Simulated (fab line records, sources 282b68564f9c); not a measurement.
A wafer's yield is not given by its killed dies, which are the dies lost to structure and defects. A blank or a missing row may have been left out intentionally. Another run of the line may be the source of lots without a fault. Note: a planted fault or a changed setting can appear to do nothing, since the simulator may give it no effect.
Comparing a struck lot with a sound one	flow ritCmos	18 out of 202 route steps
Sound: these wafers, L263.2, L263.3, L263.5. The struck wafers were L277.2, L277.5, L277.6. At the end, the cause is stated.
Each step with rows lists, per side, the tool, then ch with its chambers, then its first start. Under that, the readings that differ: sound wafers	struck wafers	difference of the means	sigmas: that difference in standard deviations of wafers without a fault.
alike: readings with means less than 2 such deviations apart, plus words and numbers identical on both sides. not compared: withheld readings, readings lacking a value on some wafer, bounds such as >300 that could conceal the same value, and numbers that have no deviation in the record and whose values overlap.
A row with sigmas, a row that says differs or no value, or rows on one side alone: a step with any of these is where the two part. Non-overlapping numbers with no deviation appear without sigmas and do not part them. A reading missing from all wafers of one side parts the sides only when that side holds two or more wafers.

RIT_ACTIVE_BOW_MEAS_00:
  struck on filmMetro-03, day 4 23:01; sound on filmMetro-03, day 2 01:01
  alike: INCOMING_BOW
then, 1 step without rows for these wafers: RIT_ACTIVE_OXIDATION_01 (target thk 46.8 nm, ox time 3360 s).
RIT_ACTIVE_THK_MEAS_02:
  struck on filmMetro-03, day 5 01:04; sound on filmMetro-03, day 2 03:04
  alike: ACTIVE_OXIDE_THK
then, 1 step without rows for these wafers: RIT_ACTIVE_CVD_03 (deposits Si3N4 from SiH2Cl2/NH3, target thk 150 nm, time 1500 s).
RIT_ACTIVE_THK_MEAS_04:
  struck on filmMetro-04, day 5 03:15; sound on filmMetro-03, day 2 04:32
  alike: ACTIVE_NITRIDE_THK
then, 5 steps without rows for these wafers: RIT_ACTIVE_HMDS_05 (prime time 60 s); RIT_ACTIVE_COAT_06 (resist thk 1000 nm); RIT_ACTIVE_SOFTBAKE_07 (time 60 s); RIT_ACTIVE_EXPOSE_08 (exposes mask M1, target cd 1400 nm); RIT_ACTIVE_PEB_09.
RIT_ACTIVE_DEVELOP_10: develop time 50 s.
  sound on lithoTrack-02 ch 0, day 2 05:00; struck on lithoTrack-03 ch 0, day 5 04:00
then, 1 step without rows for these wafers: RIT_ACTIVE_HARDBAKE_12 (time 60 s).
RIT_ACTIVE_ETCH_13: etches Si3N4 in SF6, stops on SiO2, time 210 s, target depth 210 nm.
  sound on rieDiel-04 ch 2,3, day 2 05:53; struck on rieDiel-03 ch 2,3, day 5 04:31
  alike: drypumpMotorCurrentA, oesProductAu, rfFwdPowerW, throttleValvePct
  not compared: rfHoursCounterH
RIT_ACTIVE_STRIP_14: strips in O2, time 180 s.
  sound on plasmaAsher-03 ch 0,1, day 2 06:01; struck on plasmaAsher-03 ch 0,1, day 5 04:38
  alike: drypumpMotorCurrentA
  not compared: rfHoursCounterH
then, 3 steps without rows for these wafers: RIT_ACTIVE_CLEAN_15 (cleans in SC1, time 600 s); RIT_ACTIVE_CLEAN_16 (cleans in dHF, time 30 s); RIT_ACTIVE_CLEAN_17 (cleans in SC2, time 600 s).
RIT_M1_PROBE_99:
  record: rows for the struck wafers here (prober-01, day 7 01:47), none for the sound ones

== WHERE THEY PART ==
Only at RIT_M1_PROBE_99, as far as this record shows.

WHY: whatever the simulator had introduced
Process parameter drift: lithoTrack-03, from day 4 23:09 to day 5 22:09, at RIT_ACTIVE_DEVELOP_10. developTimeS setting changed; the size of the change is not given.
